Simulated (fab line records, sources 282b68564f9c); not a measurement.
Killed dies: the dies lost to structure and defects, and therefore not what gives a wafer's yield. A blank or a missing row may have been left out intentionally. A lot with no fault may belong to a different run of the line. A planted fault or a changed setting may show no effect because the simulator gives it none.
fab line records    flow rit-cmos
[record] lots = 14  wafers = 42  last-day = 7
route steps=202 shown PSD@144 M1@202
lots untouched by any fault: they come from a run of this same line in which no faults occurred
start-h: hours from the record's first day to the start of the lot's first wafer shown    wait-h: hours since the lot's step before    " the same as in the row above    L1.1+2: a single row standing in for several wafers    - no value, or no start was given    * or withheld: withheld    < > ~ a bound
route shown NAME@n: a module of which the file shows steps, and the number in the route of the first    usual: average and standard deviation across the fault-free wafers    same: alike in all rows    chamber/n: place in a boat    sites: the reading at each site    _std_site: the standard deviation of these    _edge_site: inner sites' mean taken away from outer sites' mean    radius-mm: for every site, how far away it sits from the centre of the wafer    mask NAME#n: copy n    behind: the last tool/chamber to shape the wafer    hold: reason for holding the lot/hours on hold/outcome of the hold    device: whichever transistor did not switch (one of n, p or np)    end of line: the route-end tests of the same wafers    a step given without rows: its recipe and nothing more    killed: the dies lost at the first sort to structure and to defects; this is not the yield of the wafer    map: per-die view of a wafer (x killed, . not killed, _ where there is no die)
set.NAME: the setting as run; set.NAME@STEP: as run at that earlier step    model.NAME: the simulator's own value behind a step, which no gauge read
steps of the route over a sample of lots; a table a step, a row a wafer
[[steps]]
[step RIT_PSD_SOFTBAKE_02]
[recipe] resist = NOVOLAK  temp-c = 90  time-s = 60
[usual] heater-power-total-W = 34.56/0.049  plate-temp-C = 89.97/0.13
lot.wafer  tool            chamber  start-h  wait-h  heater-power-total-W  plate-temp-C
L832.1     litho-track-01  0        53.35    0.1     34.65                 89.96
L832.3     "               0        "        "       34.48                 89.90
L832.6     "               0        "        "       34.52                 89.98
L835.1     litho-track-02  0        68.56    0.1     34.50                 90.07
L835.4     "               0        "        "       34.58                 90.07
L835.5     "               0        "        "       34.60                 90.02
L836.1     litho-track-03  0        73.18    0.1     34.53                 89.56
L836.2     "               0        "        "       34.62                 89.87
L836.6     "               0        "        "       34.57                 89.63
L837.1     litho-track-02  0        80.54    0.1     34.49                 89.98
L837.4     "               0        "        "       34.60                 90.18
L837.6     "               0        "        "       34.60                 90.07
L838.1     litho-track-01  0        84.42    0.1     34.53                 90.29
L838.3     "               0        "        "       34.55                 90.15
L838.6     "               0        "        "       34.61                 90.17
L839.1     litho-track-03  0        90.25    0.1     34.56                 89.76
L839.2     "               0        "        "       34.63                 89.90
L839.4     "               0        "        "       34.54                 90.04
L841.1     litho-track-02  0        97.89    0.1     34.63                 89.95
L841.3     "               0        "        "       34.61                 90.13
L841.4     "               0        "        "       34.58                 89.94
L842.4     litho-track-02  0        104.92   0.1     34.58                 89.97
L842.5     "               0        "        "       34.60                 89.87
L842.6     "               0        "        "       34.55                 89.84
L846.1     litho-track-01  0        122.20   0.1     34.52                 89.85
L846.2     "               0        "        "       34.44                 90.03
L846.4     "               0        "        "       34.62                 90.02
L847.2     litho-track-02  0        127.32   0.1     34.60                 89.96
L847.3     "               0        "        "       34.61                 90.01
L847.6     "               0        "        "       34.58                 90.10
L848.3     litho-track-03  0        133.97   0.1     36.46                 -
L848.4     "               0        "        "       36.51                 -
L848.5     "               0        "        "       36.39                 -
L849.2     litho-track-03  0        138.66   0.1     36.46                 -
L849.4     "               0        "        "       36.51                 -
L849.5     "               0        "        "       36.54                 -
L852.2     litho-track-01  0        152.53   0.1     34.59                 90.08
L852.4     "               0        "        "       34.52                 89.70
L852.6     "               0        "        "       34.56                 89.87
L854.1     litho-track-01  0        165.55   0.1     34.51                 89.96
L854.2     "               0        "        "       34.42                 89.98
L854.3     "               0        "        "       34.53                 89.70
[step RIT_M1_PROBE_99]
[usual] killed-at-contacts = 0.0/0.22  killed-at-front-end = 7/3  killed-dies = 7/3.1  killed-open = 3.4/2.1  killed-short = 3.2/1.9
[same] gross-dies = 264  killed_at_M0_to_M3 = 0  killed_at_M4_up = 0  killed-at-back-side = 0  killed-at-other = 0
lot.wafer  tool       chamber  start-h  wait-h  killed-at-contacts  killed-at-front-end  killed-dies  killed-open  killed-short
L835.1     prober-02  -        78.70    0.1     0                   9                    9            7            2
L835.4     prober-02  -        78.85    0.2     1                   7                    8            6            2
L835.5     prober-02  -        78.90    0.2     0                   10                   10           6            4
L839.1     prober-02  -        99.56    0.1     0                   4                    4            3            1
L839.2     prober-02  -        99.61    0.1     0                   7                    7            4            3
L839.4     prober-02  -        99.71    0.2     0                   6                    6            2            4
L847.2     prober-02  -        137.84   0.1     0                   5                    5            2            3
L847.3     prober-02  -        137.89   0.2     0                   10                   10           3            7
L847.6     prober-02  -        138.04   0.2     0                   4                    4            2            2
L848.3     prober-01  -        143.71   0.2     0                   4                    4            4            0
L848.4     prober-01  -        143.76   0.2     0                   3                    3            3            0
L848.5     prober-01  -        143.81   0.2     0                   10                   10           3            7
L849.2     prober-02  -        147.79   0.1     0                   5                    5            3            2
L849.4     prober-02  -        147.89   0.2     0                   6                    6            0            6
L849.5     prober-02  -        147.94   0.2     0                   11                   11           8            3
L852.2     prober-01  -        161.97   0.1     0                   2                    2            0            2
L852.4     prober-01  -        162.07   0.2     0                   4                    4            2            2
L852.6     prober-01  -        162.17   0.2     0                   8                    8            4            4
// killed by level:class
L835.1 GATE:geometric-particle:open=5 FOX2:geometric-particle:short=1 FOX2:geometric-particle:open=1 SPACER:geometric-particle:short=1 SILICIDE:geometric-particle:open=1
L835.4 GATE:geometric-particle:open=4 GATE:geometric-particle:short=1 SPACER:geometric-particle:short=1 SPACER:geometric-particle:open=1 CONTACT:geometric-particle:open=1
L835.5 GATE:geometric-particle:open=2 SILICIDE:geometric-particle:open=2 GATE:geometric-particle:short=1 REOX:geometric-particle:short=1 REOX:geometric-particle:open=1 SPACER:geometric-particle:short=1 SPACER:geometric-particle:open=1 SILICIDE:geometric-particle:short=1
L839.1 GATE:geometric-particle:open=3 GATE:geometric-particle:short=1
L839.2 GATE:geometric-particle:open=4 GATE:geometric-particle:short=2 FOX1:geometric-particle:short=1
L839.4 REOX:geometric-particle:short=2 FOX1:geometric-particle:short=1 FOX1:geometric-particle:open=1 GATE:geometric-particle:open=1 SILICIDE:geometric-particle:short=1
L847.2 FOX1:geometric-particle:short=1 GATE:geometric-particle:open=1 GATE:geometric-particle:short=1 REOX:geometric-particle:open=1 SPACER:geometric-particle:short=1
L847.3 GATE:geometric-particle:short=4 FOX2:geometric-particle:short=2 REOX:geometric-particle:open=1 SPACER:geometric-particle:short=1 SPACER:geometric-particle:open=1 SILICIDE:geometric-particle:open=1
L847.6 FOX1:geometric-particle:short=1 GATE:geometric-particle:short=1 REOX:geometric-particle:open=1 SPACER:geometric-particle:open=1
L848.3 SPACER:geometric-particle:open=2 FOX2:geometric-particle:open=1 REOX:geometric-particle:open=1
L848.4 FOX1:geometric-particle:open=2 GATE:geometric-particle:open=1
L848.5 REOX:geometric-particle:short=5 FOX1:geometric-particle:open=1 FOX2:geometric-particle:short=1 GATE:geometric-particle:open=1 GATE:geometric-particle:short=1 SILICIDE:geometric-particle:open=1
L849.2 FOX1:geometric-particle:open=1 FOX2:geometric-particle:short=1 GATE:geometric-particle:short=1 REOX:geometric-particle:open=1 SPACER:geometric-particle:open=1
L849.4 GATE:geometric-particle:short=2 SPACER:geometric-particle:short=2 REOX:geometric-particle:short=1 SILICIDE:geometric-particle:short=1
L849.5 FOX1:geometric-particle:open=3 FOX1:geometric-particle:short=3 SPACER:geometric-particle:open=2 FOX2:geometric-particle:open=1 GATE:geometric-particle:open=1 SILICIDE:geometric-particle:open=1
L852.2 FOX1:geometric-particle:short=1 GATE:geometric-particle:short=1
L852.4 GATE:geometric-particle:short=2 FOX1:geometric-particle:open=1 GATE:geometric-particle:open=1
L852.6 GATE:geometric-particle:open=2 GATE:geometric-particle:short=2 FOX1:geometric-particle:open=1 SPACER:geometric-particle:open=1 SPACER:geometric-particle:short=1 SILICIDE:geometric-particle:short=1
[[key]]
[first-sign] step = RIT_PSD_SOFTBAKE_02  reading = heater-power-total-W  direction = up  sigmas = 40  usual = 34.56  struck = 36.48
effect none on later readings
met-at RIT_PSD_SOFTBAKE_02
struck-lots L848,L849
tester-left-out L848,L849
onset-between 90.25 133.97
[fault] kind = process-parameter-drift  tool = litho-track-03  chamber = -  onset-h = 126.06  steps = RIT_PSD_SOFTBAKE_02  channel = time-s  offset = *  shape = step  end-h = 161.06  acts-in = *  stated = *
// tester-left-out: of these lots the tester's yield and bins aren't shown, on N5 and GAA mostly nor the transistor test; their killed dies are dies lost to structure and defects alone, not to doping, threshold or leakage, so they don't give the yield
